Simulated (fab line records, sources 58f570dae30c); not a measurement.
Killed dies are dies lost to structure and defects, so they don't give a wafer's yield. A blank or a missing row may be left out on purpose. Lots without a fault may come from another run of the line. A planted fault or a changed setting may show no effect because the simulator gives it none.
Which tool did it? | flow berkeley_cmos170 | 7 lots, 21 wafers sampled, at 3 steps of a route of 331

WHAT THE GAUGES READ, wafer by wafer
UCB170_PLDD_OVL_MEAS_07.
lot  | measured     | on         | PLDD_OVL (nm)
L236 | day 7 21:55  | overlay-01 | 10 0 -4
L237 | day 8 13:10  | overlay-01 | -3 -3 0
L239 | day 8 13:27  | overlay-02 | -1 2 0
L246 | day 9 09:35  | overlay-02 | 5 0 1
L247 | day 10 04:37 | overlay-02 | -3 -4 -8
L253 | day 11 12:20 | overlay-01 | -3 4 -5
L256 | day 11 23:38 | overlay-02 | -7 -5 -6

WHICH TOOL RAN EACH LOT (tool, then ch and the chambers of the sampled wafers, then the start)
lot  | UCB170_PFIELD_STRIP_08              | UCB170_GATE_ETCH_15
L236 | plasma_asher-01 ch 0,1, day 5 12:10 | rie_si-02 ch 1,2, day 7 19:56
L237 | plasma_asher-01 ch 0,1, day 5 23:59 | rie_si-01 ch 2,3, day 8 08:35
L239 | plasma_asher-02 ch 0,1, day 6 13:03 | rie_si-02 ch 0,1,3, day 8 08:55
L246 | plasma_asher-03 ch 0,1, day 7 09:24 | rie_si-01 ch 0,2, day 9 07:02
L247 | plasma_asher-03 ch 0,1, day 7 19:23 | rie_si-01 ch 1,2,3, day 10 02:09
L253 | plasma_asher-03 ch 0,1, day 8 21:50 | rie_si-01 ch 0,3, day 11 10:00
L256 | plasma_asher-03 ch 0,1, day 9 13:08 | rie_si-01 ch 0,1,2, day 11 21:27
- UCB170_PFIELD_STRIP_08: strips in O2.
- UCB170_GATE_ETCH_15: etches poly-Si in HBr/Cl2, stops on SiO2, time 56.3 s, target depth 278.2 nm.

THE ANSWER, worked out from the rows above alone
Rule: what is usual is taken from the lots themselves. Put in order of their means at a reading, lots are off if they are a third of the lots or fewer, leave a main group of 4 or more, and stand apart from it by a gap of 3 or more times the standard deviation of the main group's means; of several such gaps the widest counts. A main group whose means are all the same, to the digits that the tables above print for the reading, isn't used. A lot without any number at a reading at which 4 lots or more have one is off too. The other lots that the step has rows for count as sound.
No lot is off at any reading shown: from this, nothing can be told.

WHAT THE SIMULATOR HAD PUT IN
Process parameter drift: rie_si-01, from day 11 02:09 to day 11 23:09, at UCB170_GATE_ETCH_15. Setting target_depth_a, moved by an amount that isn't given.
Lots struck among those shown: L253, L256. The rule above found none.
